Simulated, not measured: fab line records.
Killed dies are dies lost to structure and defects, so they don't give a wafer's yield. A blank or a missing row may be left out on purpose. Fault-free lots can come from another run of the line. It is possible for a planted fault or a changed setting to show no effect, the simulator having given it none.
Which tool is to blame? :: flow rit cmos :: Sampling: 14 lots, 42 wafers, 4 of 202 route steps

## WHAT EACH GAUGE READ, for each wafer
RIT_SILICIDE_RS_MEAS_02: measurement is done with a four-point probe. Usual: SILICIDE_TI_RS gives 47.8 ohm/sq (standard deviation 0.64).
lot: L199
measured: day 3 07:07
on: film metro-04
SILICIDE_TI_RS (ohm/sq): 47.0 47.5 47.1
flag: 

lot: L200
measured: day 3 12:41
on: film metro-02
SILICIDE_TI_RS (ohm/sq): 47.8 47.1 47.7
flag: 

lot: L201
measured: day 3 22:48
on: film metro-01
SILICIDE_TI_RS (ohm/sq): 48.0 47.7 48.5
flag: 

lot: L202
measured: day 4 03:37
on: film metro-01
SILICIDE_TI_RS (ohm/sq): 47.6 47.8 47.4
flag: 

lot: L203
measured: day 4 07:54
on: film metro-02
SILICIDE_TI_RS (ohm/sq): 47.3 47.2 47.6
flag: 

lot: L206
measured: day 5 01:43
on: film metro-04
SILICIDE_TI_RS (ohm/sq): 48.1 48.8 48.9
flag: 

lot: L207
measured: day 5 04:29
on: film metro-04
SILICIDE_TI_RS (ohm/sq): 46.8 46.2 46.9
flag: 

lot: L208
measured: day 5 07:26
on: film metro-01
SILICIDE_TI_RS (ohm/sq): 48.8 49.3 49.1
flag: 

lot: L209
measured: day 5 11:32
on: film metro-01
SILICIDE_TI_RS (ohm/sq): 47.6 46.9 47.7
flag: 

lot: L211
measured: day 5 19:57
on: film metro-01
SILICIDE_TI_RS (ohm/sq): 47.3 48.0 47.4
flag: 

lot: L212
measured: day 6 00:11
on: film metro-01
SILICIDE_TI_RS (ohm/sq): 47.5 47.4 47.8
flag: 

lot: L213
measured: day 6 07:56
on: film metro-01
SILICIDE_TI_RS (ohm/sq): 47.8 47.4 47.2
flag: 

lot: L219
measured: day 7 10:58
on: film metro-01
SILICIDE_TI_RS (ohm/sq): 48.1 47.7 47.7
flag: 

lot: L221
measured: day 7 17:53
on: film metro-01
SILICIDE_TI_RS (ohm/sq): 47.8 47.7 48.0
flag: 

RIT_SILICIDE_THK_MEAS_03: measures by xrf. Usual: SILICIDE_TI_THK gives 29.5 nm (standard deviation 0.34).
lot: L199
measured: day 3 07:14
on: film metro-04
SILICIDE_TI_THK (nm): 30.0 29.6 30.0
flag: 

lot: L200
measured: day 3 12:48
on: film metro-02
SILICIDE_TI_THK (nm): 29.8 30.0 29.7
flag: 

lot: L201
measured: day 3 22:55
on: film metro-01
SILICIDE_TI_THK (nm): 29.2 29.4 29.0
flag: 

lot: L202
measured: day 4 03:43
on: film metro-01
SILICIDE_TI_THK (nm): 29.6 29.3 29.7
flag: 

lot: L203
measured: day 4 08:01
on: film metro-02
SILICIDE_TI_THK (nm): 29.7 29.7 29.5
flag: 

lot: L206
measured: day 5 01:50
on: film metro-04
SILICIDE_TI_THK (nm): 29.4 29.0 29.0
flag: 

lot: L207
measured: day 5 04:36
on: film metro-04
SILICIDE_TI_THK (nm): 30.2 30.5 30.0
flag: 

lot: L208
measured: day 5 07:32
on: film metro-01
SILICIDE_TI_THK (nm): 29.3 28.9 28.9
flag: 

lot: L209
measured: day 5 11:38
on: film metro-01
SILICIDE_TI_THK (nm): 29.8 30.1 29.7
flag: 

lot: L211
measured: day 5 20:04
on: film metro-01
SILICIDE_TI_THK (nm): 29.8 29.5 29.6
flag: 

lot: L212
measured: day 6 00:16
on: film metro-01
SILICIDE_TI_THK (nm): 29.5 29.7 29.4
flag: 

lot: L213
measured: day 6 08:03
on: film metro-01
SILICIDE_TI_THK (nm): 29.2 29.6 29.7
flag: 

lot: L219
measured: day 7 11:05
on: film metro-01
SILICIDE_TI_THK (nm): 29.5 29.7 29.7
flag: 

lot: L221
measured: day 7 18:00
on: film metro-01
SILICIDE_TI_THK (nm): 29.5 29.7 29.5
flag: 

## WHAT TOOL EACH LOT RAN ON (gives the tool, then ch and the chambers of the sampled wafers, and finally the start)
lot: L199
RIT_GATE_OXIDATION_05: furnace-04 ch 0, day 2 11:34
RIT_PSD_STRIP_09: plasma asher-02 ch 0,1, day 3 05:47

lot: L200
RIT_GATE_OXIDATION_05: furnace-01 ch 0, day 2 15:46
RIT_PSD_STRIP_09: plasma asher-03 ch 0,1, day 3 11:16

lot: L201
RIT_GATE_OXIDATION_05: furnace-01 ch 0, day 2 22:38
RIT_PSD_STRIP_09: plasma asher-02 ch 1, day 3 21:29

lot: L202
RIT_GATE_OXIDATION_05: furnace-01 ch 0, day 3 06:43
RIT_PSD_STRIP_09: plasma asher-02 ch 0,1, day 4 02:16

lot: L203
RIT_GATE_OXIDATION_05: furnace-03 ch 0, day 3 13:07
RIT_PSD_STRIP_09: plasma asher-04 ch 0,1, day 4 06:35

lot: L206
RIT_GATE_OXIDATION_05: furnace-03 ch 0, day 4 04:53
RIT_PSD_STRIP_09: plasma asher-02 ch 0,1, day 5 00:25

lot: L207
RIT_GATE_OXIDATION_05: furnace-04 ch 0, day 4 06:38
RIT_PSD_STRIP_09: plasma asher-04 ch 0,1, day 5 03:10

lot: L208
RIT_GATE_OXIDATION_05: furnace-04 ch 0, day 4 11:13
RIT_PSD_STRIP_09: plasma asher-02 ch 0,1, day 5 06:10

lot: L209
RIT_GATE_OXIDATION_05: furnace-04 ch 0, day 4 16:46
RIT_PSD_STRIP_09: plasma asher-03 ch 0,1, day 5 10:13

lot: L211
RIT_GATE_OXIDATION_05: furnace-01 ch 0, day 4 22:54
RIT_PSD_STRIP_09: plasma asher-04 ch 0, day 5 18:37

lot: L212
RIT_GATE_OXIDATION_05: furnace-01 ch 0, day 5 04:05
RIT_PSD_STRIP_09: plasma asher-03 ch 0,1, day 5 22:51

lot: L213
RIT_GATE_OXIDATION_05: furnace-04 ch 0, day 5 13:27
RIT_PSD_STRIP_09: plasma asher-02 ch 0,1, day 6 06:37

lot: L219
RIT_GATE_OXIDATION_05: furnace-01 ch 0, day 6 14:20
RIT_PSD_STRIP_09: plasma asher-03 ch 0,1, day 7 09:28

lot: L221
RIT_GATE_OXIDATION_05: furnace-03 ch 0, day 7 00:10
RIT_PSD_STRIP_09: plasma asher-02 ch 0,1, day 7 16:35
- RIT_GATE_OXIDATION_05: target thk 3 nm, ox time 270 s.
- RIT_PSD_STRIP_09: strips in O2, time 180 s.

## WHAT THE TOOLS THEMSELVES READ (means of the sampled wafers that have a number; where no wafer has one, the mark that the record gives instead)
RIT_GATE_OXIDATION_05. Usual: ox temp c 900.0 C, standard deviation 0.42; tube center temp C 900 C, standard deviation 0.087; zone power source pct 24.7 %, standard deviation 1.4.
lot: L199
tool: furnace-04
ox temp c (C): 899.9
tube center temp C (C): 900
zone power source pct (%): 25.0
flag: 

lot: L200
tool: furnace-01
ox temp c (C): 899.8
tube center temp C (C): 900
zone power source pct (%): 26.0
flag: 

lot: L201
tool: furnace-01
ox temp c (C): 900.0
tube center temp C (C): 900
zone power source pct (%): 25.9
flag: 

lot: L202
tool: furnace-01
ox temp c (C): 900.1
tube center temp C (C): 900
zone power source pct (%): 25.9
flag: 

lot: L203
tool: furnace-03
ox temp c (C): 899.7
tube center temp C (C): 900
zone power source pct (%): 22.4
flag: 

lot: L206
tool: furnace-03
ox temp c (C): 900.6
tube center temp C (C): 900
zone power source pct (%): 22.6
flag: 

lot: L207
tool: furnace-04
ox temp c (C): 899.7
tube center temp C (C): 900
zone power source pct (%): 25.0
flag: 

lot: L208
tool: furnace-04
ox temp c (C): 899.7
tube center temp C (C): 900
zone power source pct (%): 24.8
flag: 

lot: L209
tool: furnace-04
ox temp c (C): 899.6
tube center temp C (C): 900
zone power source pct (%): 24.6
flag: 

lot: L211
tool: furnace-01
ox temp c (C): 900.0
tube center temp C (C): 900
zone power source pct (%): 25.9
flag: 

lot: L212
tool: furnace-01
ox temp c (C): 899.5
tube center temp C (C): 900
zone power source pct (%): 26.0
flag: 

lot: L213
tool: furnace-04
ox temp c (C): 900.0
tube center temp C (C): 900
zone power source pct (%): 24.9
flag: 

lot: L219
tool: furnace-01
ox temp c (C): 899.5
tube center temp C (C): 900
zone power source pct (%): 26.0
flag: 

lot: L221
tool: furnace-03
ox temp c (C): 900.1
tube center temp C (C): 900
zone power source pct (%): 22.4
flag: 

RIT_PSD_STRIP_09. Usual: drypump motor current A 5.84 A, standard deviation 0.2; o2 flow sccm 3999 sccm, standard deviation 12.
lot: L199
tool: plasma asher-02
drypump motor current A (A): 5.79
o2 flow sccm (sccm): 3985
flag: 

lot: L200
tool: plasma asher-03
drypump motor current A (A): 5.73
o2 flow sccm (sccm): 4000
flag: 

lot: L201
tool: plasma asher-02
drypump motor current A (A): 5.88
o2 flow sccm (sccm): 3993
flag: 

lot: L202
tool: plasma asher-02
drypump motor current A (A): 5.72
o2 flow sccm (sccm): 3991
flag: 

lot: L203
tool: plasma asher-04
drypump motor current A (A): 6.21
o2 flow sccm (sccm): 3997
flag: 

lot: L206
tool: plasma asher-02
drypump motor current A (A): 5.73
o2 flow sccm (sccm): 4011
flag: 

lot: L207
tool: plasma asher-04
drypump motor current A (A): 6.18
o2 flow sccm (sccm): 3984
flag: 

lot: L208
tool: plasma asher-02
drypump motor current A (A): 5.82
o2 flow sccm (sccm): 3992
flag: 

lot: L209
tool: plasma asher-03
drypump motor current A (A): 5.71
o2 flow sccm (sccm): 4002
flag: 

lot: L211
tool: plasma asher-04
drypump motor current A (A): 6.19
o2 flow sccm (sccm): 4013
flag: 

lot: L212
tool: plasma asher-03
drypump motor current A (A): 5.73
o2 flow sccm (sccm): 3999
flag: 

lot: L213
tool: plasma asher-02
drypump motor current A (A): 5.79
o2 flow sccm (sccm): 3999
flag: 

lot: L219
tool: plasma asher-03
drypump motor current A (A): 5.73
o2 flow sccm (sccm): 4016
flag: 

lot: L221
tool: plasma asher-02
drypump motor current A (A): 5.77
o2 flow sccm (sccm): 4011
flag: 

## THE ANSWER, worked out from the rows above alone
Rule: a lot counts as off when the mean over its wafers that have a number is more than 3 standard deviations away from the usual mean. A lot without any number at a reading at which 4 lots or more have one is off too. Any other lot the step has rows for is counted as sound. First the gauges in route order, then the tools' own readings, where a lot's mean is used as printed above. The first step at which some lot is off is used, and at that step the reading that is off furthest; a lot without a number counts as furthest.
None of the lots is off at any reading shown; this tells nothing.

## WHAT THE SIMULATOR HAD INSERTED
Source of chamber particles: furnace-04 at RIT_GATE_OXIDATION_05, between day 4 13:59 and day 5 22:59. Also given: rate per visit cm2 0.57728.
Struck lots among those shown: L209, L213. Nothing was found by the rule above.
